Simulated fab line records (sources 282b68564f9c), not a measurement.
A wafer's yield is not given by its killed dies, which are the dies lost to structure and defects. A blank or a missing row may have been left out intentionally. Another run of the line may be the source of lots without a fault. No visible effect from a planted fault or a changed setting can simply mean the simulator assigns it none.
Which tool did it? || flow rit-cmos || 14 lots, 42 wafers sampled, at 2 steps of a route of 202

WHAT THE GAUGES SHOWED, per wafer
No reading from a measuring or inspecting step in the record can be judged against a usual standard deviation.

TOOL THAT RAN EACH LOT (tool first, then ch and the chambers of the sampled wafers, then the start)
{"lot": "L449", "RIT_GATE_DEVELOP_15": "litho-track-04 ch 0, day 2 14:00", "RIT_M1_PROBE_99": "-"}
{"lot": "L450", "RIT_GATE_DEVELOP_15": "litho-track-04 ch 0, day 2 22:00", "RIT_M1_PROBE_99": "-"}
{"lot": "L452", "RIT_GATE_DEVELOP_15": "litho-track-04 ch 0, day 3 04:00", "RIT_M1_PROBE_99": "-"}
{"lot": "L453", "RIT_GATE_DEVELOP_15": "litho-track-04 ch 0, day 3 12:00", "RIT_M1_PROBE_99": "-"}
{"lot": "L454", "RIT_GATE_DEVELOP_15": "litho-track-02 ch 0, day 3 16:00", "RIT_M1_PROBE_99": "-"}
{"lot": "L455", "RIT_GATE_DEVELOP_15": "litho-track-03 ch 0, day 3 23:00", "RIT_M1_PROBE_99": "-"}
{"lot": "L456", "RIT_GATE_DEVELOP_15": "litho-track-02 ch 0, day 4 01:00", "RIT_M1_PROBE_99": "-"}
{"lot": "L458", "RIT_GATE_DEVELOP_15": "litho-track-04 ch 0, day 4 12:00", "RIT_M1_PROBE_99": "prober-02, day 5 09:28"}
{"lot": "L460", "RIT_GATE_DEVELOP_15": "litho-track-04 ch 0, day 5 01:00", "RIT_M1_PROBE_99": "prober-01, day 5 22:15"}
{"lot": "L464", "RIT_GATE_DEVELOP_15": "litho-track-02 ch 0, day 5 17:00", "RIT_M1_PROBE_99": "-"}
{"lot": "L469", "RIT_GATE_DEVELOP_15": "litho-track-02 ch 0, day 6 18:00", "RIT_M1_PROBE_99": "-"}
{"lot": "L470", "RIT_GATE_DEVELOP_15": "litho-track-03 ch 0, day 7 00:00", "RIT_M1_PROBE_99": "-"}
{"lot": "L471", "RIT_GATE_DEVELOP_15": "litho-track-02 ch 0, day 7 07:00", "RIT_M1_PROBE_99": "-"}
{"lot": "L472", "RIT_GATE_DEVELOP_15": "litho-track-02 ch 0, day 7 09:00", "RIT_M1_PROBE_99": "-"}
- RIT_GATE_DEVELOP_15: develop time 50 s.
- RIT_M1_PROBE_99

AS READ BY THE TOOLS THEMSELVES (means over the sampled wafers that have a number; for cases with no such wafer, the mark the record gives instead)
RIT_M1_PROBE_99. Usual: killed_at_M0_to_M3 0.0 (standard deviation 0.16); killed-at-contacts 0.0 (standard deviation 0.2); killed-at-front-end 7.2 (standard deviation 2.5); killed-dies 7.3 (standard deviation 2.5); killed-on-rim 2.0 (standard deviation 1.4); killed-open 3.8 (standard deviation 1.9); killed-short 3.5 (standard deviation 1.8).
{"lot": "L458", "tool": "prober-02", "killed_at_M0_to_M3": 0.0, "killed-at-contacts": 0.0, "killed-at-front-end": 264.0, "killed-dies": 264.0, "killed-on-rim": 70.0, "killed-open": 3.7, "killed-short": 1.3, "flag": "OFF"}
{"lot": "L460", "tool": "prober-01", "killed_at_M0_to_M3": 0.0, "killed-at-contacts": 0.3, "killed-at-front-end": 262.3, "killed-dies": 262.7, "killed-on-rim": 69.3, "killed-open": 7.0, "killed-short": 3.7, "flag": "OFF"}

THE ANSWER, worked out from the rows above alone
Rule: lot off if the mean of its wafers having a number is beyond 3 standard deviations from the usual mean. Also off: a lot with no number at a reading for which 4 or more lots have one. The other lots that the step has rows for count as sound. First the gauges in route order, then the tools' own readings, where a lot's mean is used as printed above. The first step at which some lot is off is used, and at that step the reading that is off furthest; a lot without a number counts as furthest.
Off: L458, L460, at RIT_M1_PROBE_99 (killed-at-front-end). Neither off nor sound, because the step has no rows for them: L449, L450, L452, L453, L454, L455, L456, L464, L469, L470, L471, L472.
If a tool, at that step or one of the process steps before it, ran each lot that is off and ran no sound lot following the first of them, it fits. One candidate fits, namely litho-track-04 at RIT_GATE_DEVELOP_15. It ran no sound lot before its first lot that is off in this sample, so the start can't be narrowed down.

WHAT WAS PUT IN BY THE SIMULATOR
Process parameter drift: litho-track-04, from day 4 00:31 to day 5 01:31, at RIT_GATE_DEVELOP_15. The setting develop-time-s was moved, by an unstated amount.
Struck lots among those shown: L458, L460. The rule given above showed the same thing.
